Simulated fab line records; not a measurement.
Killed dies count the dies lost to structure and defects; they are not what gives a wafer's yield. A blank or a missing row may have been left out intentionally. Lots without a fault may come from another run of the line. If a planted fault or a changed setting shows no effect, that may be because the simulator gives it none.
The tool behind it: which one? / flow berkeley cmos170 / Sampling: 7 lots, 21 wafers, 2 of 331 route steps

## WHAT THE GAUGES READ, wafer by wafer
UCB170_GATE_CD_MEAS_90 targets a cd of 350 nm.
lot=L345; measured=day 7 18:50; on=cd sem-02; cd nm (nm)=350.0 350.8 349.8
lot=L348; measured=day 8 07:26; on=cd sem-01; cd nm (nm)=349.9 351.5 350.9
lot=L352; measured=day 9 08:25; on=cd sem-01; cd nm (nm)=346.5 346.5 344.9
lot=L359; measured=day 10 02:19; on=cd sem-02; cd nm (nm)=348.2 350.9 347.8
lot=L363; measured=day 11 18:29; on=cd sem-01; cd nm (nm)=348.9 348.8 351.1
lot=L366; measured=day 12 03:09; on=cd sem-01; cd nm (nm)=349.1 350.3 349.3
lot=L367; measured=day 12 16:19; on=cd sem-02; cd nm (nm)=352.0 354.7 352.3

## WHICH TOOL RAN EACH LOT (tool, then ch and the chambers of the sampled wafers, then the start)
lot=L345; UCB170_GATE_ETCH_14=rie diel-04 ch 0,1,2, day 7 18:38
lot=L348; UCB170_GATE_ETCH_14=rie diel-04 ch 1,2, day 8 07:14
lot=L352; UCB170_GATE_ETCH_14=rie diel-04 ch 0,1,2, day 9 08:13
lot=L359; UCB170_GATE_ETCH_14=rie diel-02 ch 0,2, day 10 02:05
lot=L363; UCB170_GATE_ETCH_14=rie diel-01 ch 0,1,3, day 11 18:18
lot=L366; UCB170_GATE_ETCH_14=rie diel-01 ch 0,2,3, day 12 02:54
lot=L367; UCB170_GATE_ETCH_14=rie diel-04 ch 1,2,3, day 12 15:50
- UCB170_GATE_ETCH_14: etches BARC in N2/H2.

## THE ANSWER, worked out from the rows above alone
Rule: what is usual is taken from the lots themselves. Put in order of their means at a reading, lots are off if they are a third of the lots or fewer, leave a main group of 4 or more, and stand apart from it by a gap of 3 or more times the standard deviation of the main group's means; of several such gaps the widest counts. Not used: any main group whose means are identical at the precision the tables above print for the reading. Also off: a lot with no number at a reading for which 4 or more lots have one. The other lots that the step has rows for count as sound.
No lot is off at any reading shown: from this, nothing can be told.

## WHAT THE SIMULATOR HAD PUT IN
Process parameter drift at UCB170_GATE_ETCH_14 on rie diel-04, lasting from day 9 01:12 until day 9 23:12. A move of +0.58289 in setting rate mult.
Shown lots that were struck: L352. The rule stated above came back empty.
